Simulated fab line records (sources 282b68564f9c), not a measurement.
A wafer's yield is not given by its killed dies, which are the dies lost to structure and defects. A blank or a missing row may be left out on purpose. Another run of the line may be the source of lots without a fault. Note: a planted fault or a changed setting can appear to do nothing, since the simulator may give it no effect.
Check of tool commonality + flow rit_cmos + 15 lots, 45 wafers sampled

== WHY THIS WAS OPENED ==
Of 15 lots, 3 have the reading PRETRO_TW flagged at RIT_PRETRO_TW_MEAS_10. Wafers without a fault read 477, standard deviation 6.4.
Rule: a lot gets a flag if all its wafers with a number sit over 4 standard deviations from that mean, or if no wafer of it has a number. As for the other lots, they are considered sound.

| lot  | measured    | on            | PRETRO_TW, wafer by wafer | flag    |
|------|-------------|---------------|---------------------------|---------|
| L170 | day 2 10:37 | film_metro-03 | 481 481 479               |         |
| L171 | day 2 13:48 | film_metro-03 | 482 480 480               |         |
| L172 | day 2 19:27 | film_metro-03 | 479 481 483               |         |
| L173 | day 2 22:51 | film_metro-03 | 484 483 481               |         |
| L174 | day 3 04:15 | film_metro-02 | 466 470 469               |         |
| L176 | day 3 14:27 | film_metro-01 | 482 484 484               |         |
| L179 | day 4 04:43 | film_metro-03 | 478 481 476               |         |
| L180 | day 4 09:29 | film_metro-01 | 482 481 486               |         |
| L184 | day 5 06:23 | film_metro-02 | 1068 1063 1062            | FLAGGED |
| L185 | day 5 12:21 | film_metro-01 | 1087 1094 1091            | FLAGGED |
| L186 | day 5 18:59 | film_metro-03 | 1087 1089 1086            | FLAGGED |
| L190 | day 6 16:51 | film_metro-02 | 466 469 470               |         |
| L191 | day 6 19:33 | film_metro-01 | 480 480 482               |         |
| L192 | day 7 04:34 | film_metro-01 | 484 484 485               |         |
| L193 | day 7 09:56 | film_metro-01 | 482 483 484               |         |
On average the flagged lots' numbers are 1081, which is +604 against the usual, or +94 standard deviations.

== LOT BY LOT: THE TOOL USED ==
The record holds 1 process step before the reading, out of a route of 202 steps. Read each cell as the tool, then ch plus the chambers that the sampled wafers visited, then the start.
| lot  | flag    | RIT_NRETRO_COAT_01               |
|------|---------|----------------------------------|
| L170 |         | litho_track-02 ch 0, day 2 05:43 |
| L171 |         | litho_track-03 ch 0, day 2 10:54 |
| L172 |         | litho_track-04 ch 0, day 2 16:28 |
| L173 |         | litho_track-02 ch 0, day 2 19:57 |
| L174 |         | litho_track-04 ch 0, day 3 01:15 |
| L176 |         | litho_track-03 ch 0, day 3 11:05 |
| L179 |         | litho_track-03 ch 0, day 4 01:35 |
| L180 |         | litho_track-03 ch 0, day 4 06:36 |
| L184 | FLAGGED | litho_track-03, day 5 03:15      |
| L185 | FLAGGED | litho_track-03, day 5 09:23      |
| L186 | FLAGGED | litho_track-02, day 5 15:58      |
| L190 |         | litho_track-02 ch 0, day 6 13:50 |
| L191 |         | litho_track-03 ch 0, day 6 16:34 |
| L192 |         | litho_track-02 ch 0, day 7 01:40 |
| L193 |         | litho_track-04 ch 0, day 7 06:46 |
These steps, and what they do:
- RIT_NRETRO_COAT_01: resist thk 1289 nm.
- RIT_PRETRO_TW_MEAS_10

== FLAGGED OVER TOTAL, TOOL BY TOOL (the gauges that took the reading come last) ==
| step                  | tool           | lots run | flagged | share of the flagged lots | sound lots run after its first flagged lot |
|-----------------------|----------------|----------|---------|---------------------------|--------------------------------------------|
| RIT_NRETRO_COAT_01    | litho_track-02 | 5        | 1       | some                      | 2 (L190,L192)                              |
| RIT_NRETRO_COAT_01    | litho_track-03 | 7        | 2       | some                      | 1 (L191)                                   |
| RIT_NRETRO_COAT_01    | litho_track-04 | 3        | 0       | none                      | -                                          |
| RIT_PRETRO_TW_MEAS_10 | film_metro-01  | 6        | 1       | some                      | 3 (L191,L192,L193)                         |
| RIT_PRETRO_TW_MEAS_10 | film_metro-02  | 3        | 1       | some                      | 1 (L190)                                   |
| RIT_PRETRO_TW_MEAS_10 | film_metro-03  | 6        | 1       | some                      | 0                                          |

== WHAT THE TABLE PERMITS ==
No row of the table ran every flagged lot.

== WHAT HAD BEEN PUT IN BY THE SIMULATOR ==
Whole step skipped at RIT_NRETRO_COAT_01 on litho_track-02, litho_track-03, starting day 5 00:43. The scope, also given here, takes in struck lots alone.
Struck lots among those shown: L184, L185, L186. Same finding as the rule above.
